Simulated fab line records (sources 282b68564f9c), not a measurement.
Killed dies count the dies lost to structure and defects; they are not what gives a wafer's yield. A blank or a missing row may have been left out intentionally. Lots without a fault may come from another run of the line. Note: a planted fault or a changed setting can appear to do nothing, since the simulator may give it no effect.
A struck lot beside a sound one :: flow ritCmos :: 15 out of 202 route steps
Sound: these wafers, L454.1, L454.2, L454.4. Struck: wafers L460.2, L460.4. (L460.3 of the same lot was not struck and is left out.) The cause comes at the end.
For every step that has rows: the tool of each side, followed by ch and its chambers, followed by its first start. Under that, the readings that differ: sound wafers :: struck wafers :: difference of the means :: sigmas: that difference in standard deviations of wafers without a fault.
alike: words and numbers the same on both sides, and readings whose means are apart by under 2 such deviations; not compared: readings that were withheld, readings missing a value for some wafer, numbers with overlapping values and no deviation given by the record, and bounds like >300 which may hide the same value.
The two part at a step that has a row with sigmas, a row that says differs or no value, or rows on one side only. Numbers that don't overlap but have no deviation are shown without sigmas and don't part them. A reading that every wafer of one side lacks parts them only if that side has two wafers or more.

RIT_CONTACT_CVD_00: deposits SiO2 from TEOS, target thk 400 nm, time 61 s.
  sound on pecvd-02 ch 0,2, day 4 03:06; struck on pecvd-03 ch 1, day 5 19:45
  alike: heaterPowerW
RIT_CONTACT_THK_MEAS_01:
  sound on filmMetro-02, day 4 03:09; struck on filmMetro-02, day 5 19:49
  alike: CONTACT_TEOS_THK
then, 2 steps without rows for these wafers: RIT_CONTACT_HMDS_02 (prime time 60 s); RIT_CONTACT_COAT_03 (resist thk 1000 nm).
RIT_CONTACT_SOFTBAKE_04: time 62.23 s.
  sound on lithoTrack-01 ch 0, day 4 03:31; struck on lithoTrack-02 ch 0, day 5 20:11
  alike: plateSensorTCentreC, plateSensorTEdgeC
then, 3 steps without rows for these wafers: RIT_CONTACT_EXPOSE_05 (exposes mask M11, target cd 1000 nm); RIT_CONTACT_PEB_06; RIT_CONTACT_DEVELOP_07 (develop time 120 s).
RIT_CONTACT_CD_MEAS_08: the cd target is 1000 nm.
  sound on cdSem-01, day 4 04:20; struck on cdSem-02, day 5 20:58
  alike: cdNm
RIT_CONTACT_OVL_MEAS_09:
  sound on overlay-02, day 4 04:27; struck on overlay-01, day 5 21:05
  alike: CONTACT_OVL
then, 1 step without rows for these wafers: RIT_CONTACT_HARDBAKE_10 (time 60 s).
RIT_CONTACT_ETCH_11: etches SiO2 in CHF3/CF4/Ar, stops on TiSi2, target depth 480 nm, time 320 s.
  sound on rieDiel-01 ch 0,2,3, day 4 04:38; struck on rieDiel-01 ch 2,3, day 5 21:16
  alike: drypumpMotorCurrentA, oesProductAu, throttleValvePct
  not compared: rfHoursCounterH
RIT_CONTACT_STRIP_12: strips in O2, time 180 s.
  sound on plasmaAsher-01 ch 0,1, day 4 04:50; struck on plasmaAsher-01 ch 0, day 5 21:27
reading: runLengthS (s)
sound: 208.1 208.9 209.4
struck: 200.9 200.9
difference: -7.9
sigmas: -17
  alike: drypumpMotorCurrentA
  not compared: rfHoursCounterH
RIT_CONTACT_CD_MEAS_90: the cd target is 1000 nm.
  sound on cdSem-01, day 4 05:09; struck on cdSem-01, day 5 21:39
  alike: cdNm
RIT_M1_PROBE_99:
  sound on prober-01, day 4 10:21; struck on prober-01, day 6 02:40
reading: killed_at_M0_to_M3
sound: 1 0 0
struck: 0 0
difference: +0
sigmas: -3
  alike: killedAtContacts, killedAtFrontEnd, killedDies, killedOpen, killedShort

WHERE THEY PART
Last at RIT_M1_PROBE_99 as far as this record goes, first at RIT_CONTACT_STRIP_12.

WHY: what the simulator had put in
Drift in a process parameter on plasmaAsher-01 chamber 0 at RIT_CONTACT_STRIP_12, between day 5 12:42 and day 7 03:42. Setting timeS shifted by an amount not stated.
